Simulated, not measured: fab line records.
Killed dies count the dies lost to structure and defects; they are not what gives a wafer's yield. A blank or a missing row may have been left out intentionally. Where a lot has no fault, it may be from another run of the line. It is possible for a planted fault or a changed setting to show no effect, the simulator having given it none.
A struck lot beside a sound one | flow rit cmos | 15 steps out of a route of 202
Sound: the wafers L348.1, L348.5, L348.6. Wafers struck: L350.1, L350.2, L350.6. The cause is named last.
At each step with rows: each side's tool, then ch and its chambers, then its first start. Under that, the readings that differ: sound wafers | struck wafers | difference of the means | sigmas: that difference in standard deviations of wafers without a fault.
alike: a reading whose means differ by less than 2 such deviations, as well as words and numbers matching on both sides. not compared: withheld readings; readings where some wafer has no value; bounds like >300 that might hide an equal value; numbers whose values overlap and for which the record gives no deviation.
The two part at a step that has a row with sigmas, a row that says differs or no value, or rows on one side only. Numbers that have no deviation but don't overlap get no sigmas and don't part them. A reading missing from all wafers of one side parts the sides only when that side holds two or more wafers.

RIT_SDANNEAL_RTA_03: time 5 s.
  sound on rtp anneal-01 ch 0, day 3 02:30; struck on rtp anneal-01 ch 0, day 3 13:30
  alike: ramp down c per s, wafer_temp_C_max
RIT_SDANNEAL_RS_MEAS_04: measures by four-point-probe.
  sound: film metro-01 at day 3 02:34; struck: film metro-03 at day 3 13:34
  reading         | sound             | struck            | difference | sigmas
  PSD_RS (ohm/sq) | 115.3 114.9 114.9 | 116.3 115.8 115.5 | +0.8       | +2
RIT_SDANNEAL_RS_MEAS_05: measures by four-point-probe.
  sound: film metro-01 at day 3 02:41; struck: film metro-03 at day 3 13:41
  alike: NSD_RS
RIT_SDANNEAL_RS_MEAS_06: measures by four-point-probe.
  sound: film metro-01 at day 3 02:48; struck: film metro-03 at day 3 13:48
  alike: PLDD_RS
RIT_SDANNEAL_RS_MEAS_07: measures by four-point-probe.
  sound: film metro-01 at day 3 02:55; struck: film metro-03 at day 3 13:55
  alike: NLDD_RS
then, 1 step without rows for these wafers: RIT_SILICIDE_WET_ETCH_00 (etches SiO2 in BOE, target depth 14 nm, time 15 s).
RIT_SILICIDE_SPUTTER_01: material Ti, target thk 30 nm, time 240 s.
  sound: pvd sputter-03 at day 3 03:03; struck: pvd sputter-03 at day 3 14:04
  reading              | sound             | struck            | difference | sigmas
  substrate temp c (C) | 24.75 24.81 24.92 | 25.14 25.28 25.07 | +0.34      | +3
  alike: throttle valve pct
RIT_SILICIDE_RS_MEAS_02: measures by four-point-probe.
  sound: film metro-02 at day 3 03:12; struck: film metro-03 at day 3 14:13
  alike: SILICIDE_TI_RS
RIT_SILICIDE_THK_MEAS_03: measures by xrf.
  sound: film metro-02 at day 3 03:19; struck: film metro-03 at day 3 14:20
  alike: SILICIDE_TI_THK
RIT_SILICIDE_RTA_04: time 10 s, ramp up 5 s, ramp down 5 s.
  sound on rtp anneal-02 ch 0, day 3 03:23; struck on rtp anneal-02 ch 0, day 3 14:23
  alike: wafer_temp_C_max
then, 1 step without rows for these wafers: RIT_SILICIDE_WET_ETCH_05 (etches Ti in SPM, time 120 s).
RIT_SILICIDE_RTA_06: time 10 s, ramp up 5 s, ramp down 10 s.
  sound on rtp anneal-01 ch 0, day 3 03:29; struck on rtp anneal-01 ch 0, day 3 14:29
  alike: wafer_temp_C_max
RIT_CONTACT_CVD_00: deposits SiO2 from TEOS, target thk 400 nm, time 61 s.
  sound on pecvd-01 ch 1,2, day 3 03:34; struck on pecvd-04 ch 0,1,2, day 3 14:47
  alike: heater power w
RIT_CONTACT_THK_MEAS_01:
  sound: film metro-04 at day 3 03:37; struck: film metro-04 at day 3 15:03
  reading               | sound       | struck      | difference | sigmas
  CONTACT_TEOS_THK (nm) | 399 405 409 | 789 798 816 | +397       | +72
RIT_M1_PROBE_99:
  the record holds rows for the sound wafers here (prober-01, day 3 10:27) but none for the struck ones

## WHERE THEY PART
Last at RIT_M1_PROBE_99 as far as this record goes, first at RIT_SDANNEAL_RS_MEAS_04.

WHY: what the simulator had put in
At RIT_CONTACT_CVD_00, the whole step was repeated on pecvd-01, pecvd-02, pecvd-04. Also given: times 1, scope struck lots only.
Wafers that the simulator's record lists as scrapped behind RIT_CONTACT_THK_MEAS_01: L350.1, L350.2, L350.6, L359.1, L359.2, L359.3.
